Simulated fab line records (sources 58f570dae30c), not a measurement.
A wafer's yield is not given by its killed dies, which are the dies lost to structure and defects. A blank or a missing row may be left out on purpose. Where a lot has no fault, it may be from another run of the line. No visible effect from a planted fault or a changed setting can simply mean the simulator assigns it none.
A lot that was struck, set against a sound lot | flow berkeley cmos170 | 16 out of 331 route steps
Sound: the wafers L811.1, L811.4, L811.5. The struck wafers were L813.1, L813.4, L813.5. At the end, the cause is stated.
Each step with rows lists, per side, the tool, then ch with its chambers, then its first start. Under that, the readings that differ: sound wafers | struck wafers | difference of the means | sigmas: that difference in standard deviations of wafers without a fault.
alike: a reading whose means differ by less than 2 such deviations, as well as words and numbers matching on both sides. not compared: withheld readings; readings where some wafer has no value; bounds like >300 that might hide an equal value; numbers whose values overlap and for which the record gives no deviation.
The two part at a step that has a row with sigmas, a row that says differs or no value, or rows on one side only. Numbers that have no deviation but don't overlap get no sigmas and don't part them. A reading that every wafer of one side lacks parts them only if that side has two wafers or more.

first, 4 steps without rows for these wafers: UCB170_PWELL_WET_ETCH_19 (etches Si3N4 in H3PO4, time 14400 s); UCB170_PWELL_WET_ETCH_20 (etches SiO2 in BOE, time 22 s); UCB170_WELLDRIVE_CLEAN_00 (cleans in SPM, time 600 s); UCB170_WELLDRIVE_OXIDATION_01 (target thk 199 nm, ox time 9000 s).
UCB170_WELLDRIVE_THK_MEAS_02:
  struck on film metro-03, day 6 14:30; sound on film metro-02, day 6 05:26
  reading                  | sound       | struck      | difference | sigmas
  WELLDRIVE_OXIDE_THK (nm) | 193 194 199 | 209 212 210 | +15        | +3
then, 5 steps without rows for these wafers: UCB170_WELLDRIVE_ANNEAL_03 (time 900 s); UCB170_WELLDRIVE_WET_ETCH_04 (etches SiO2 in BOE, time 120 s); UCB170_ACTIVE_CLEAN_00 (cleans in SPM, time 600 s); UCB170_ACTIVE_CLEAN_01 (cleans in dHF, time 60 s); UCB170_ACTIVE_OXIDATION_02 (target thk 26.4 nm, ox time 1260 s).
UCB170_ACTIVE_THK_MEAS_03:
  struck on film metro-02, day 7 04:16; sound on film metro-03, day 6 15:18
  alike: ACTIVE_OXIDE_THK
then, 1 step without rows for these wafers: UCB170_ACTIVE_ANNEAL_04 (time 900 s).
UCB170_ACTIVE_CVD_05: deposits Si3N4 from SiH2Cl2/NH3, target thk 220 nm, time 3300 s.
  sound on lpcvd-02 ch 0, day 6 20:44; struck on lpcvd-01 ch 1, day 7 10:25
UCB170_ACTIVE_THK_MEAS_06:
  struck on film metro-02, day 7 12:19; sound on film metro-03, day 6 22:43
  reading                 | sound             | struck            | difference | sigmas
  ACTIVE_NITRIDE_THK (nm) | 220.4 219.1 221.6 | 212.2 212.5 211.6 | -8.3       | -4
then, 1 step without rows for these wafers: UCB170_ACTIVE_HMDS_07 (prime time 60 s).
-- the record jumps here: 4 days lie between the struck wafers' starts before and after (it left off in module ACTIVE and takes up again in module M3, whose first step shown is number 331 of the route) --
UCB170_M3_PROBE_99:
  the record has rows for the struck wafers here (prober-01, day 11 20:12) and none for the sound ones

WHERE THEY PART
First at UCB170_WELLDRIVE_THK_MEAS_02; last, within this record, at UCB170_M3_PROBE_99.

WHY: whatever the simulator had introduced
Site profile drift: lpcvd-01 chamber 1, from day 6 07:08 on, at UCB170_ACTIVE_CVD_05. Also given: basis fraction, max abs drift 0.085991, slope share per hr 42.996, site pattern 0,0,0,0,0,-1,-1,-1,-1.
